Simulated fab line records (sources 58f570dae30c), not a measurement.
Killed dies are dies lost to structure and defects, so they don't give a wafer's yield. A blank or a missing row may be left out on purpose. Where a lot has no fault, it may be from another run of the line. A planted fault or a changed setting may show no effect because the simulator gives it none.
Problem report, 8D (eight disciplines) form, completed by code | flow berkeley-cmos170 | the parts of the form that need people (team, actions taken, sign-off) are left out

== 1. PROBLEM STATEMENT ==
Wafers free of any fault read 1030.7 ohm/sq (standard deviation 2.4) for PLDD_RS at UCB170_SDANNEAL_RS_MEAS_04, against a mean of 1006.6 ohm/sq on 9 wafers of 3 lots. That is -10 standard deviations from the usual mean.
The step: measures by four-point-probe.
The first sign was on wafer L578.2 at day 9 08:22, on film-metro-02. The record holds 45 wafers of 15 lots with a number at this step. Rule for "out" (also "out of limits"): further than 4 standard deviations from the usual mean. Any other wafer with a number is counted as sound.

== 2. WHAT IT IS, WHAT IT ISN'T ==
question                    | is                           | is not
which readings at this step | PLDD_RS                      | -
which lots                  | L578, L580, L582             | L567, L571, L573, L574, L575, L576, L577, L579, L581, L586, L588, L589
which wafers of those lots  | all that have a number       | -
read on which gauges        | film-metro-01, film-metro-02 | film-metro-03
when                        | from day 9 08:22             | up to then (21 sound wafers); but 15 sound wafers of L579, L581, L586, L588, L589 came after

== 3. SUSPECTS, AND WHAT RULES EACH OUT ==
Counting: a tool stays on the suspect list if, at a process step up to the reading, it processed all lots that are out and no sound lot following the first of them.
- the gauge at UCB170_SDANNEAL_RS_MEAS_04: ruled out. 2 gauges (film-metro-01, film-metro-02) read the wafers that are out.
- implanter-02 at UCB170_PLDD_IMPLANT_08: kept. Every lot that is out went through it, starting with L578 (day 8 20:25), and after that it ran no sound lot; the last sound lot it ran before then is L577 (day 8 04:20). Its own readings are out on those wafers: dose-ions-cm2.
Remaining after the count: implanter-02 at UCB170_PLDD_IMPLANT_08.

== 4. THE CAUSE (what the simulator had put in) ==
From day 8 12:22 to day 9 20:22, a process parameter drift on implanter-02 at UCB170_PLDD_IMPLANT_08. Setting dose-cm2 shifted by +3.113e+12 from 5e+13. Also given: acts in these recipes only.
After counting, this tool was the only one left.

== 5. THE EFFECT CHAIN, in route order ==
Rows list readings where the struck wafers' mean (over those with a number) sits beyond 3 standard deviations from the usual. Only readings for which the record gives a usual standard deviation are gone through. hours: the time from each lot's start at the first step in this table that gives one to its start at this step, as a median over the lots. sigmas: the change in usual standard deviations.
hours | step                       | reading            | usual         | on struck wafers | change | sigmas
0     | UCB170_PLDD_IMPLANT_08     | dose-ions-cm2      | 5e+13         | 5e+13            | +3e+12 | +62
0     | UCB170_PLDD_IMPLANT_08     | faraday-current-uA | 158           | 170              | +12    | +3.8
14    | UCB170_SDANNEAL_RS_MEAS_04 | PLDD_RS            | 1030.7 ohm/sq | 1006.6           | -24.1  | -10
Process steps it contains:
- UCB170_PLDD_IMPLANT_08

== 6. WHAT WOULD HAVE CAUGHT IT SOONER ==
Counted from the fault's start at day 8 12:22, it took 20 hours until the first out-of-limits reading at a measuring or inspecting step in this record, taken at day 9 08:22.
Tool's own readings at UCB170_PLDD_IMPLANT_08, dose-ions-cm2: out on all struck wafers the step has rows for; an alarm limit on them would have tripped on the first.
By day 9 08:22, every lot that is out (3) had started UCB170_PLDD_IMPLANT_08 on implanter-02. Had the tool been put on hold then, not one of them would have been saved.
